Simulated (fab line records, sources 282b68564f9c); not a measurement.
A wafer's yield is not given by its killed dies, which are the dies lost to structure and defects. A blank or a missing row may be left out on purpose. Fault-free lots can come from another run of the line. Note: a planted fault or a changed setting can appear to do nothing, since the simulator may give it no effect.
fab line records    flow rit-cmos
[record] lots = 6  wafers = 18  last-day = 8
route steps=202 shown GATE@83 M1@202
lots that met no fault: from a run of the same line without faults
start-h: start of the lot's first displayed wafer, in hours after the record's first day    wait-h: how many hours have passed since the lot's step before this one    " repeats the value in the row above    L1.1+2: one row covering several wafers at once    - value missing, or start not given    * or withheld: withheld    < > ~ a bound
route shown NAME@n: NAME is a module with steps in the file, n the number in the route of the first one    usual: the fault-free wafers' mean and standard deviation    same: alike in all rows    chamber/n: place in a boat    sites: per-site readings    _std_site: standard deviation across them    _edge_site: inner sites' mean taken away from outer sites' mean    radius-mm: for every site, how far away it sits from the centre of the wafer    mask NAME#n: copy n    behind: tool/chamber where the wafer was last shaped    hold: what put the lot on hold/how long, in hours/how the hold closed    device: transistor that didn't switch, given as n, p or np    end of line: tests of these same wafers at the route's end    for a step that has no rows: nothing shown but its recipe    killed: not the wafer's yield, but the dies lost to structure and defects at the first sort    map: the dies of a wafer, with x for killed, . for not killed, _ for no die there
set.NAME: setting as actually run; set.NAME@STEP: the setting as run at that earlier step    model.NAME: the simulator's own value behind a step, which no gauge read
lots at selected steps of the route; one table per step, one row per wafer
services: from which hour (start-h, from the record's first day; less than 0 if before it) a tool's chamber was out of use, for how many hours, and why
[[steps]]
[step RIT_GATE_THK_MEAS_07]
[recipe] reads = SiO2_of_GATE_OXIDATION_05
[usual] GATE_OXIDE_THK = 3.02/0.063
lot.wafer  tool           chamber  start-h  wait-h  GATE_OXIDE_THK[nm]
L550.1     film-metro-04  -        53.19    0.0     3.05
L550.2     "              -        "        "       2.99
L550.6     "              -        "        "       3.00
L552.1     film-metro-01  -        64.38    0.0     3.15
L552.3     "              -        "        "       3.16
L552.5     "              -        "        "       3.08
L560.3     film-metro-01  -        103.36   0.0     2.96
L560.4     "              -        "        "       3.06
L560.6     "              -        "        "       3.08
L562.2     film-metro-04  -        109.35   0.0     3.09
L562.3     "              -        "        "       3.10
L562.5     "              -        "        "       3.06
L569.1     film-metro-04  -        147.33   0.0     3.08
L569.2     "              -        "        "       3.10
L569.4     "              -        "        "       3.03
L571.4     film-metro-04  -        155.90   0.0     2.87
L571.5     "              -        "        "       2.92
L571.6     "              -        "        "       2.86
[step RIT_GATE_CVD_08]
[recipe] material = poly-Si  target-thk-nm = 250  temp-c = 610  precursor = SiH4  time-s = 2220  pressure-mtorr = 300  sih4-flow-sccm = 96.9
[step RIT_GATE_THK_MEAS_09]
[recipe] reads = poly-Si_of_GATE_CVD_08
[usual] GATE_POLY_THK = 242.3/2.5
lot.wafer  tool           chamber  start-h  wait-h  GATE_POLY_THK[nm]
L550.1     film-metro-02  -        54.87    0.0     241.7
L550.2     "              -        "        "       242.6
L550.6     "              -        "        "       241.0
L552.1     film-metro-01  -        66.80    0.0     240.6
L552.3     "              -        "        "       241.4
L552.5     "              -        "        "       242.6
L560.3     film-metro-01  -        105.26   0.0     241.0
L560.4     "              -        "        "       239.7
L560.6     "              -        "        "       239.9
L562.2     film-metro-04  -        111.03   0.0     236.5
L562.3     "              -        "        "       236.0
L562.5     "              -        "        "       235.9
L569.1     film-metro-02  -        149.00   0.0     245.6
L569.2     "              -        "        "       245.9
L569.4     "              -        "        "       244.4
L571.4     film-metro-02  -        157.58   0.0     242.1
L571.5     "              -        "        "       242.5
L571.6     "              -        "        "       240.8
[step RIT_GATE_HMDS_10]
[recipe] prime-time-s = 60  prime-temp-c = 140
[step RIT_GATE_COAT_11]
[recipe] resist = NOVOLAK  spin-rpm = 4250  resist-thk-nm = 850
[step RIT_GATE_SOFTBAKE_12]
[recipe] resist = NOVOLAK  temp-c = 90  time-s = 60
[step RIT_GATE_EXPOSE_13]
[recipe] mask-id = M6  na = 0.6  source-shape = conventional  sigma-outer = 0.6  target-cd-nm = 150  dose-mj = 388.2
[step RIT_GATE_PEB_14]
[recipe] resist = NOVOLAK  temp-c = withheld  time-s = withheld
[step RIT_GATE_DEVELOP_15]
[recipe] resist = NOVOLAK  develop-time-s = 50  dev-temp-c = 23
[step RIT_GATE_CD_MEAS_16]
[recipe] target-cd-nm = 150
[usual] cd-nm = 149.5/2.3
lot.wafer  tool       chamber  start-h  wait-h  cd-nm
L550.1     cd-sem-01  -        55.78    -       149.3
L550.2     "          -        "        "       152.5
L550.6     "          -        "        "       150.8
L552.1     cd-sem-02  -        67.83    -       152.7
L552.3     "          -        "        "       150.5
L552.5     "          -        "        "       150.4
L560.3     cd-sem-01  -        106.30   -       150.3
L560.4     "          -        "        "       148.7
L560.6     "          -        "        "       150.4
L562.2     cd-sem-01  -        112.18   -       147.3
L562.3     "          -        "        "       151.8
L562.5     "          -        "        "       149.4
L569.1     cd-sem-02  -        150.00   -       146.8
L569.2     "          -        "        "       147.8
L569.4     "          -        "        "       149.5
L571.4     cd-sem-02  -        158.65   -       150.5
L571.5     "          -        "        "       154.3
L571.6     "          -        "        "       151.7
[step RIT_GATE_OVL_MEAS_17]
[usual] GATE_OVL = -0.9/1.2
lot.wafer  tool        chamber  start-h  wait-h  GATE_OVL[nm]
L550.1     overlay-01  -        55.90    0.1     0.7
L550.2     "           -        "        "       0.9
L550.6     "           -        "        "       0.2
L552.1     overlay-01  -        67.95    0.1     -3.8
L552.3     "           -        "        "       -0.4
L552.5     "           -        "        "       -0.7
L560.3     overlay-02  -        106.39   0.1     0.6
L560.4     "           -        "        "       -2.1
L560.6     "           -        "        "       -0.8
L562.2     overlay-02  -        112.28   0.1     -3.6
L562.3     "           -        "        "       -1.8
L562.5     "           -        "        "       -2.1
L569.1     overlay-02  -        150.12   0.1     -0.9
L569.2     "           -        "        "       -2.0
L569.4     "           -        "        "       -1.7
L571.4     overlay-01  -        158.72   0.1     1.6
L571.5     "           -        "        "       1.1
L571.6     "           -        "        "       0.9
[step RIT_GATE_HARDBAKE_18]
[recipe] resist = NOVOLAK  temp-c = 140  time-s = 60
[step RIT_GATE_ETCH_19]
[recipe] chemistry = SF6/CHF3/O2  time-s = 165  SF6_flow_sccm = 30  CHF3_flow_sccm = 30  O2_flow_sccm = 5  target = poly-Si  pressure-mtorr = 40  rf-w = 160  target-depth-a = 3125  over-etch-frac = 0.25  stop-on = SiO2
[usual] drypump-motor-current-A = 5.5/0.33  oes-product-au = 0.826/0.011  throttle-valve-pct = 10.24/0.11
lot.wafer  tool       chamber  start-h  wait-h  drypump-motor-current-A  oes-product-au  rf-hours-counter-h  throttle-valve-pct  model.NOVOLAK_of_GATE_COAT_11.thk-nm
L550.1     rie-si-01  3        56.08    0.1     5.5                      0.818           35                  10.29               673.3
L550.2     "          2        "        "       5.7                      0.826           82                  10.38               670.9
L550.6     "          2        "        "       5.7                      0.823           -                   10.38               669.6
L552.1     rie-si-01  3        68.14    0.1     5.6                      0.815           35                  10.30               673.6
L552.3     "          0        "        "       5.5                      0.815           100                 10.04               670.4
L552.5     "          2        "        "       5.8                      0.833           -                   10.37               668.1
L560.3     rie-si-01  2        106.78   0.1     5.7                      0.831           82                  10.37               682.5
L560.4     "          1        "        "       5.1                      0.834           124                 10.37               681.8
L560.6     "          1        "        "       5.1                      0.831           -                   10.37               682.3
L562.2     rie-si-01  0        112.55   0.1     5.5                      0.795           101                 10.03               678.2
L562.3     "          1        "        "       5.1                      0.820           124                 10.37               682.1
L562.5     "          3        "        "       5.5                      0.806           -                   10.29               681.1
L569.1     rie-si-02  1        150.31   0.1     5.4                      0.843           2                   10.17               669.3
L569.2     "          2        "        "       4.8                      0.829           106                 10.28               668.6
L569.4     "          0        "        "       5.9                      0.839           0                   10.28               670.9
L571.4     rie-si-02  3        158.89   0.1     5.7                      0.832           79                  10.13               669.7
L571.5     "          0        "        "       5.9                      0.834           -                   10.28               670.4
L571.6     "          1        "        "       5.3                      0.834           -                   10.15               669.5
[step RIT_GATE_STRIP_20]
[recipe] chemistry = O2  time-s = 180  resist = NOVOLAK  platen-temp-c = withheld  power-w = 500  pressure-mtorr = 4000  o2-flow-sccm = 4000
[usual] drypump-motor-current-A = 6.2/0.36
lot.wafer  tool             chamber  start-h  wait-h  drypump-motor-current-A  rf-hours-counter-h
L550.1     plasma-asher-01  1        56.19    0.1     6.4                      41
L550.2     "                0        "        "       5.7                      41
L550.6     "                1        "        "       6.4                      -
L552.1     plasma-asher-01  0        68.24    0.1     5.7                      42
L552.3     "                1        "        "       6.4                      -
L552.5     "                0        "        "       5.7                      -
L560.3     plasma-asher-04  1        106.95   0.1     6.3                      -
L560.4     "                0        "        "       6.6                      -
L560.6     "                0        "        "       6.7                      -
L562.2     plasma-asher-02  0        112.66   0.1     5.7                      49
L562.3     "                1        "        "       5.9                      -
L562.5     "                0        "        "       5.7                      -
L569.1     plasma-asher-04  0        150.42   0.1     6.7                      33
L569.2     "                1        "        "       6.3                      33
L569.4     "                0        "        "       6.7                      -
L571.4     plasma-asher-01  1        159.06   0.1     6.5                      -
L571.5     "                1        "        "       6.4                      -
L571.6     "                0        "        "       5.7                      -
[step RIT_M1_PROBE_99]
[usual] killed_at_M0_to_M3 = 0.0/0.12  killed-at-front-end = 7.5/2.8  killed-dies = 7.6/2.9  killed-open = 3.7/2  killed-short = 3.8/2
[same] gross-dies = 264  killed_at_M4_up = 0  killed-at-back-side = 0  killed-at-contacts = 0  killed-at-other = 0
lot.wafer  tool       chamber  start-h  wait-h  killed_at_M0_to_M3  killed-at-front-end  killed-dies  killed-open  killed-short  model.etest.poly-comb-over-steps.leak-log10-a-um
L550.1     prober-01  -        77.90    0.1     0                   6                    6            3            3             -12.7
L550.2     prober-01  -        77.95    0.1     0                   5                    5            3            2             -12.79
L550.6     prober-01  -        78.15    0.2     0                   4                    4            3            1             -12.72
L552.1     prober-01  -        90.62    0.1     1                   7                    8            4            4             -12.86
L552.3     prober-01  -        90.72    0.2     0                   5                    5            3            2             -12.75
L552.5     prober-01  -        90.82    0.2     0                   10                   10           9            1             -12.66
L560.3     prober-02  -        127.19   0.2     0                   5                    5            0            5             -7.534
L560.4     prober-02  -        127.24   0.2     0                   6                    6            4            2             -8.265
L560.6     prober-02  -        127.34   0.2     0                   7                    7            5            2             -7.59
L562.2     prober-01  -        132.63   0.1     0                   3                    3            1            2             -10.19
L562.3     prober-01  -        132.68   0.2     0                   7                    7            4            3             -8.724
L562.5     prober-01  -        132.78   0.2     0                   8                    8            4            4             -8.629
L569.1     prober-01  -        171.44   0.1     0                   9                    9            5            3             -12.74
L569.2     prober-01  -        171.49   0.1     0                   7                    7            2            5             -12.91
L569.4     prober-01  -        171.59   0.2     0                   5                    5            3            1             -12.66
L571.4     prober-01  -        182.28   0.2     0                   6                    6            2            4             -12.72
L571.5     prober-01  -        182.33   0.2     0                   8                    8            2            6             -12.7
L571.6     prober-01  -        182.38   0.2     0                   12                   12           4            8             -12.74
// killed by level:class
L550.1 FOX2:geometric-particle:open=1 GATE:geometric-particle:open=1 GATE:geometric-particle:short=1 REOX:geometric-particle:short=1 SPACER:geometric-particle:open=1 SILICIDE:geometric-particle:short=1
L550.2 FOX1:geometric-particle:open=1 GATE:geometric-particle:open=1 SPACER:geometric-particle:short=1 SPACER:geometric-particle:open=1 SILICIDE:geometric-particle:short=1
L550.6 GATE:geometric-particle:open=2 SILICIDE:geometric-particle:short=1 SILICIDE:geometric-particle:open=1
L552.1 GATE:geometric-particle:short=2 ACTIVE:geometric-particle:open=1 FOX1:geometric-particle:open=1 FOX2:geometric-particle:open=1 GATE:geometric-particle:open=1 SILICIDE:geometric-particle:short=1 M1:geometric-particle:short=1
L552.3 GATE:geometric-particle:short=2 FOX1:geometric-particle:open=1 GATE:geometric-particle:open=1 SILICIDE:geometric-particle:open=1
L552.5 SILICIDE:geometric-particle:open=5 FOX1:geometric-particle:open=2 FOX1:geometric-particle:short=1 GATE:geometric-particle:open=1 REOX:geometric-particle:open=1
L560.3 REOX:geometric-particle:short=3 FOX2:geometric-particle:short=1 GATE:geometric-particle:short=1
L560.4 GATE:geometric-particle:open=4 GATE:geometric-particle:short=1 SPACER:geometric-particle:short=1
L560.6 FOX2:geometric-particle:open=2 GATE:geometric-particle:open=2 GATE:geometric-particle:short=1 REOX:geometric-particle:open=1 REOX:geometric-particle:short=1
L562.2 FOX2:geometric-particle:short=1 GATE:geometric-particle:short=1 SPACER:geometric-particle:open=1
L562.3 GATE:geometric-particle:open=2 GATE:geometric-particle:short=2 REOX:geometric-particle:open=2 REOX:geometric-particle:short=1
L562.5 GATE:geometric-particle:open=3 FOX2:geometric-particle:short=1 GATE:geometric-particle:short=1 REOX:geometric-particle:short=1 SPACER:geometric-particle:short=1 SPACER:geometric-particle:open=1
L569.1 GATE:geometric-particle:short=2 REOX:geometric-particle:open=2 SPACER:geometric-particle:open=2 GATE:geometric-particle:open=1 REOX:geometric-particle:short=1 NRETRO:coat-microbubble-printed=1
L569.2 GATE:geometric-particle:short=2 FOX1:geometric-particle:short=1 FOX2:geometric-particle:short=1 GATE:geometric-particle:open=1 SPACER:geometric-particle:short=1 SPACER:geometric-particle:open=1
L569.4 FOX1:geometric-particle:open=1 FOX2:geometric-particle:short=1 GATE:geometric-particle:open=1 SILICIDE:geometric-particle:open=1 NRETRO:coat-microbubble-printed=1
L571.4 FOX2:geometric-particle:short=2 GATE:geometric-particle:short=2 FOX2:geometric-particle:open=1 GATE:geometric-particle:open=1
L571.5 GATE:geometric-particle:short=4 FOX1:geometric-particle:short=1 FOX2:geometric-particle:open=1 SPACER:geometric-particle:short=1 SILICIDE:geometric-particle:open=1
L571.6 FOX2:geometric-particle:short=3 SILICIDE:geometric-particle:open=2 SILICIDE:geometric-particle:short=2 FOX1:geometric-particle:open=1 FOX1:geometric-particle:short=1 FOX2:geometric-particle:open=1 GATE:geometric-particle:short=1 SPACER:geometric-particle:short=1
[[services]]
tool             chamber  start-h  hours  kind
rie-si-02        0        67.17    8.1    repair
rie-si-01        -        69.51    3.8    repair
plasma-asher-02  -        72.58    11.4   pm
rie-si-02        0        84.39    -      clean
rie-si-02        0        84.39    15.2   scheduled-down
rie-si-02        0        84.39    15.2   vent-cycle
plasma-asher-01  -        108.75   9.0    pm
plasma-asher-01  0        108.75   9.0    vent-cycle
plasma-asher-01  1        108.75   9.0    vent-cycle
plasma-asher-01  0        117.75   -      clean
plasma-asher-01  1        117.75   -      clean
rie-si-01        1        157.16   18.5   repair
plasma-asher-04  -        158.88   1.4    repair
[[key]]
first-sign none at tools or gauges
[model-effect] step = RIT_GATE_ETCH_19  value = NOVOLAK_of_GATE_COAT_11.thk-nm  without = 669.4  struck = 681.3
[model-effect] step = RIT_M1_PROBE_99  value = etest.poly-comb-over-steps.leak-log10-a-um  without = -12.83  struck = -8.488
met-at RIT_GATE_ETCH_19
struck-wafers L560.3,L560.4,L560.6,L562.2,L562.3,L562.5
tester-left-out L560,L562
onset-between 68.14 106.78
[fault] kind = process-parameter-drift  tool = rie-si-01  chamber = -  onset-h = 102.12  steps = RIT_GATE_ETCH_19  channel = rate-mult  offset = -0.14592  shape = step  end-h = 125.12
// tester-left-out: of these lots the tester's yield and bins aren't shown, on N5 and GAA mostly nor the transistor test; their killed dies are dies lost to structure and defects alone, not to doping, threshold or leakage, so they don't give the yield
